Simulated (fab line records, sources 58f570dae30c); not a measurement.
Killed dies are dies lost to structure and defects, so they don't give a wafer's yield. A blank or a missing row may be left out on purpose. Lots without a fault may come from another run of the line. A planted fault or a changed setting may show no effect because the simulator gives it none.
Which tool did it? | flow berkeley_cmos170 | 14 lots, 42 wafers sampled, at 5 steps of a route of 331

WHAT THE GAUGES READ, wafer by wafer
UCB170_SACOX_THK_MEAS_02.
lot  | measured    | on            | SACOX_OXIDE_THK (nm)
L901 | day 4 23:37 | film_metro-04 | 14.05 14.02 14.25
L902 | day 5 13:35 | film_metro-02 | 14.62 14.35 14.47
L903 | day 5 13:36 | film_metro-03 | 14.41 14.47 14.25
L908 | day 6 11:37 | film_metro-04 | 14.16 14.41 14.54
L904 | day 6 11:37 | film_metro-02 | 14.47 14.70 14.35
L909 | day 6 11:40 | film_metro-04 | 14.02 14.13 14.43
L911 | day 6 21:20 | film_metro-03 | 14.38 14.26 14.32
L913 | day 7 05:11 | film_metro-03 | 14.16 14.58 14.51
L914 | day 7 15:50 | film_metro-03 | 13.95 14.30 13.99
L915 | day 8 06:21 | film_metro-04 | 14.70 14.75 14.50
L917 | day 8 06:24 | film_metro-04 | 14.00 14.12 14.09
L921 | day 9 07:08 | film_metro-04 | 14.58 14.48 14.26
L922 | day 9 13:10 | film_metro-04 | 13.87 13.93 13.94
L923 | day 9 16:05 | film_metro-04 | 13.89 13.82 14.14

UCB170_M3_BOW_MEAS_20.
lot  | measured     | on            | M3_BOW (um)
L901 | day 8 00:48  | film_metro-03 | 35 28 46
L902 | day 8 08:15  | film_metro-03 | 35 39 44
L903 | day 8 09:50  | film_metro-03 | 38 49 29
L908 | day 9 01:58  | film_metro-03 | 36 38 27
L904 | day 9 05:02  | film_metro-03 | 36 40 45
L909 | day 9 04:39  | film_metro-01 | 41 43 42
L911 | day 9 11:15  | film_metro-03 | 42 48 39
L913 | day 9 18:08  | film_metro-02 | 35 19 32
L914 | day 10 09:32 | film_metro-03 | 39 23 45
L915 | day 10 19:26 | film_metro-02 | 41 41 39
L917 | day 10 20:05 | film_metro-01 | 40 47 42
L921 | day 11 22:07 | film_metro-03 | 39 31 47
L922 | day 11 21:45 | film_metro-01 | 36 31 52
L923 | day 12 02:26 | film_metro-02 | 35 28 41

WHICH TOOL RAN EACH LOT (tool, then ch and the chambers of the sampled wafers, then the start)
lot  | UCB170_M2_STRIP_07                   | UCB170_M3_METAL_ETCH_18           | UCB170_M3_STRIP_19
L901 | plasma_asher-03 ch 0,1, day 7 13:56  | rie_metal-03 ch 0,1, day 8 00:25  | plasma_asher-01 ch 0,1, day 8 00:34
L902 | plasma_asher-04 ch 0,1, day 7 23:58  | rie_metal-03 ch 0, day 8 07:42    | plasma_asher-03 ch 0,1, day 8 08:01
L903 | plasma_asher-01 ch 0,1, day 8 01:43  | rie_metal-02 ch 0,1, day 8 09:26  | plasma_asher-03 ch 0,1, day 8 09:36
L908 | plasma_asher-01 ch 0,1, day 8 14:07  | rie_metal-02 ch 0,1, day 9 01:34  | plasma_asher-02 ch 0,1, day 9 01:45
L904 | plasma_asher-01 ch 0,1, day 8 18:57  | rie_metal-03 ch 0,1, day 9 04:08  | plasma_asher-01 ch 0,1, day 9 04:19
L909 | plasma_asher-03 ch 1, day 8 17:19    | rie_metal-04 ch 0,1, day 9 03:52  | plasma_asher-02 ch 0,1, day 9 04:02
L911 | plasma_asher-04 ch 0,1, day 9 03:37  | rie_metal-03 ch 0,1, day 9 10:49  | plasma_asher-02 ch 0,1, day 9 11:01
L913 | plasma_asher-03 ch 1, day 9 10:33    | rie_metal-03 ch 0,1, day 9 17:40  | plasma_asher-03 ch 1, day 9 17:50
L914 | plasma_asher-03 ch 0,1, day 10 02:14 | rie_metal-02 ch 0,1, day 10 09:09 | plasma_asher-02 ch 0,1, day 10 09:18
L915 | plasma_asher-04 ch 0,1, day 10 10:02 | rie_metal-02 ch 0,1, day 10 18:56 | plasma_asher-03 ch 0,1, day 10 19:06
L917 | plasma_asher-01 ch 1, day 10 09:20   | rie_metal-04 ch 0,1, day 10 19:36 | plasma_asher-01 ch 0,1, day 10 19:51
L921 | plasma_asher-04 ch 0,1, day 11 13:41 | rie_metal-04 ch 0,1, day 11 21:43 | plasma_asher-01 ch 0,1, day 11 21:53
L922 | plasma_asher-03 ch 0,1, day 11 13:29 | rie_metal-02 ch 0,1, day 11 21:22 | plasma_asher-02 ch 0,1, day 11 21:31
L923 | plasma_asher-04 ch 0,1, day 11 17:58 | rie_metal-02 ch 0,1, day 12 02:00 | plasma_asher-01 ch 0, day 12 02:11
- UCB170_M2_STRIP_07: strips in O2.
- UCB170_M3_METAL_ETCH_18: etches Al in Cl2/BCl3, stops on SiO2, target depth 1170 nm, time 195 s.
- UCB170_M3_STRIP_19: strips in O2.

WHAT THE TOOLS THEMSELVES READ (means of the sampled wafers that have a number; where no wafer has one, the mark that the record gives instead)
UCB170_M2_STRIP_07.
lot  | tool            | drypump_motor_current_A (A) | oes_product_au (a.u.) | strip_time_to_endpoint_s (s)
L901 | plasma_asher-03 | 6.2                         | 0.736                 | 21.99
L902 | plasma_asher-04 | 5.5                         | 0.734                 | 21.91
L903 | plasma_asher-01 | 5.7                         | 0.735                 | 21.96
L908 | plasma_asher-01 | 5.7                         | 0.729                 | 21.95
L904 | plasma_asher-01 | 5.5                         | 0.739                 | 22.01
L909 | plasma_asher-03 | 6.2                         | 0.735                 | 21.91
L911 | plasma_asher-04 | 5.5                         | 0.734                 | 21.95
L913 | plasma_asher-03 | 6.2                         | 0.733                 | 22.00
L914 | plasma_asher-03 | 6.2                         | 0.732                 | 22.03
L915 | plasma_asher-04 | 6.1                         | 0.734                 | 21.85
L917 | plasma_asher-01 | 5.5                         | 0.729                 | 21.98
L921 | plasma_asher-04 | 5.5                         | 0.734                 | 21.96
L922 | plasma_asher-03 | 6.2                         | 0.732                 | 21.94
L923 | plasma_asher-04 | 6.0                         | 0.732                 | 21.97

UCB170_M3_METAL_ETCH_18.
lot  | tool         | bias_w (W) | drypump_motor_current_A (A) | mfc_cl2_sccm (sccm) | oes_product_au (a.u.) | rf_fwd_power_W (W) | throttle_valve_pct (%)
L901 | rie_metal-03 | 120.2      | 5.8                         | 89.84               | 0.855                 | 598.4              | 24.8
L902 | rie_metal-03 | 119.8      | 5.3                         | 89.78               | 0.824                 | 594.4              | 24.4
L903 | rie_metal-02 | 120.0      | 5.5                         | 90.02               | 0.860                 | 594.7              | 24.4
L908 | rie_metal-02 | 119.9      | 5.5                         | 90.22               | 0.865                 | 598.2              | 24.5
L904 | rie_metal-03 | 120.2      | 5.5                         | 90.08               | 0.837                 | 597.6              | 24.6
L909 | rie_metal-04 | 120.0      | 5.2                         | 89.70               | 0.875                 | 594.9              | 24.5
L911 | rie_metal-03 | 130.0      | 5.8                         | 90.01               | 0.852                 | 595.4              | 24.9
L913 | rie_metal-03 | 129.5      | 5.8                         | 90.05               | 0.851                 | 598.1              | 24.9
L914 | rie_metal-02 | 120.4      | 5.5                         | 89.79               | 0.864                 | 596.7              | 24.4
L915 | rie_metal-02 | 120.0      | 5.5                         | 89.70               | 0.859                 | 597.5              | 24.4
L917 | rie_metal-04 | 120.2      | 5.1                         | 90.16               | 0.870                 | 599.1              | 24.3
L921 | rie_metal-04 | 120.1      | 5.1                         | 90.05               | 0.863                 | 597.4              | 24.3
L922 | rie_metal-02 | 120.2      | 5.7                         | 89.83               | 0.844                 | 597.1              | 24.7
L923 | rie_metal-02 | 120.5      | 5.7                         | 90.02               | 0.857                 | 597.5              | 24.7

UCB170_M3_STRIP_19.
lot  | tool            | drypump_motor_current_A (A) | oes_product_au (a.u.)
L901 | plasma_asher-01 | 5.7                         | 0.544
L902 | plasma_asher-03 | 6.3                         | 0.528
L903 | plasma_asher-03 | 6.2                         | 0.551
L908 | plasma_asher-02 | 5.6                         | 0.544
L904 | plasma_asher-01 | 5.7                         | 0.535
L909 | plasma_asher-02 | 5.6                         | 0.521
L911 | plasma_asher-02 | 5.6                         | 0.519
L913 | plasma_asher-03 | 6.2                         | 0.526
L914 | plasma_asher-02 | 5.6                         | 0.549
L915 | plasma_asher-03 | 6.2                         | 0.537
L917 | plasma_asher-01 | 5.7                         | 0.521
L921 | plasma_asher-01 | 5.7                         | 0.524
L922 | plasma_asher-02 | 5.6                         | 0.542
L923 | plasma_asher-01 | 5.8                         | 0.544

THE ANSWER, worked out from the rows above alone
Rule: what is usual is taken from the lots themselves. Put in order of their means at a reading, lots are off if they are a third of the lots or fewer, leave a main group of 4 or more, and stand apart from it by a gap of 3 or more times the standard deviation of the main group's means; of several such gaps the widest counts. A main group whose means are all the same, to the digits that the tables above print for the reading, isn't used. A lot without any number at a reading at which 4 lots or more have one is off too. The other lots that the step has rows for count as sound. The gauges are gone through in route order, then the tools' own readings, and for those a lot's mean is taken as printed above. The first step at which some lot is off is used, and at that step the reading that is off furthest; a lot without a number counts as furthest.
Off: L911, L913, at UCB170_M3_METAL_ETCH_18 (bias_w). The main group: mean 120.1 W, standard deviation 0.19.
A tool fits if, at that step or a process step before it, it ran every lot that is off, and no sound lot after the first of them. One fits: rie_metal-03 at UCB170_M3_METAL_ETCH_18. Its last sound lot is L904 (day 9 04:08), its first lot that is off L911 (day 9 10:49): a fault that began between those two fits.
The tool's own readings at UCB170_M3_METAL_ETCH_18 bear it out: on the lots that are off they differ by more than 5 times the standard deviation of the sound lots' means. bias_w reads 129.8 W there against 120.1 W on the sound lots.

WHAT THE SIMULATOR HAD PUT IN
Process parameter drift: rie_metal-03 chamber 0, from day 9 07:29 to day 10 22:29, at UCB170_M3_METAL_ETCH_18. Setting bias_w, moved by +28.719, from 120. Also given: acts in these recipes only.
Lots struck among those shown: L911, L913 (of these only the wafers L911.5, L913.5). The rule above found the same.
